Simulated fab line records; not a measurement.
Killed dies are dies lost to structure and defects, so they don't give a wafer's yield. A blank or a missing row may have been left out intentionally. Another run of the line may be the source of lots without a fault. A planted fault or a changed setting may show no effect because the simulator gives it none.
8D (eight disciplines) problem report, filled in by code / flow rit-cmos / the parts of the form that need people (team, actions taken, sign-off) are left out

## 1. WHAT IS WRONG
PLDD_OVL at RIT_PLDD_OVL_MEAS_06 reads a mean of 130.8 nm on 12 wafers of 4 lots; wafers without a fault read 0.5 nm with a standard deviation of 1.4. That is +93 standard deviations from the usual mean.
Earliest sighting: wafer L786.1 on overlay-02 at day 4 04:58. At this step, 39 wafers from 13 lots have a number in the record. By rule, "out" or "out of limits" means more than 4 standard deviations away from the usual mean. The rest of the wafers with a number are treated as sound.

## 2. WHAT THIS IS AND IS NOT
question=which readings at this step | is=PLDD_OVL | is not=-
question=which lots | is=L786, L787, L788, L792 | is not=L780, L781, L782, L783, L794, L796, L798, L801, L803
question=which wafers of those lots | is=all that have a number | is not=-
question=read on which gauges | is=overlay-01, overlay-02 | is not=-
question=when | is=from day 4 04:58 | is not=up to then (12 sound wafers); but 15 sound wafers of L794, L796, L798, L801, L803 came after

## 3. WHAT RULES OUT EACH SUSPECT
Counting: a tool at any process step up to the reading remains a suspect when it ran all the lots that are out and ran no sound lot after the first of those.
- ruled out: the gauge at RIT_PLDD_OVL_MEAS_06. The wafers that are out were read on 2 gauges (overlay-01, overlay-02).
- iline-stepper-01 at RIT_PLDD_EXPOSE_03 (exposes mask M8, target cd 40900 nm): kept. It ran every lot that is out, first L786 (day 4 04:34), and no sound lot after that; its last sound lot up to then is L783 (day 3 10:32).
Left after counting: iline-stepper-01 at RIT_PLDD_EXPOSE_03.

## 4. THE CAUSE (what the simulator had put in)
Scanner matching overlay: iline-stepper-01, from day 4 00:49 on, at RIT_PLDD_EXPOSE_03. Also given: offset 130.
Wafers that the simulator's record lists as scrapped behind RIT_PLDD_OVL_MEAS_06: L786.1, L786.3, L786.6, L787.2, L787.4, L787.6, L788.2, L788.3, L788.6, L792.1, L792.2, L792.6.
Counting left only this tool.

## 5. THE EFFECT CHAIN, in route order
Each row: a reading whose mean over the struck wafers that have a number lies more than 3 standard deviations from the usual. Only readings whose record carries a usual standard deviation are examined. hours: median over the lots of the time between each lot's start at the first step of this table that gives one and its start at this step. sigmas: the change, counted in usual standard deviations.
hours=0; step=RIT_PLDD_OVL_MEAS_06; reading=PLDD_OVL; usual=0.5 nm; on struck wafers=130.8; change=+130.3; sigmas=+93

## 6. HOW IT WOULD HAVE BEEN CAUGHT EARLIER
In this record the first reading out of limits at a measuring or inspecting step was taken at day 4 04:58, 4 hours after the fault began at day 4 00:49.
An alarm limit of 4 standard deviations would not have fired on the tool readings at RIT_PLDD_EXPOSE_03 for which the record gives a usual standard deviation, since none of them was out on any struck wafer.
Among the 4 lots that are out, L787, L788, L792 began RIT_PLDD_EXPOSE_03 on iline-stepper-01 after day 4 04:58. A hold on the tool at that time would have spared those 3.
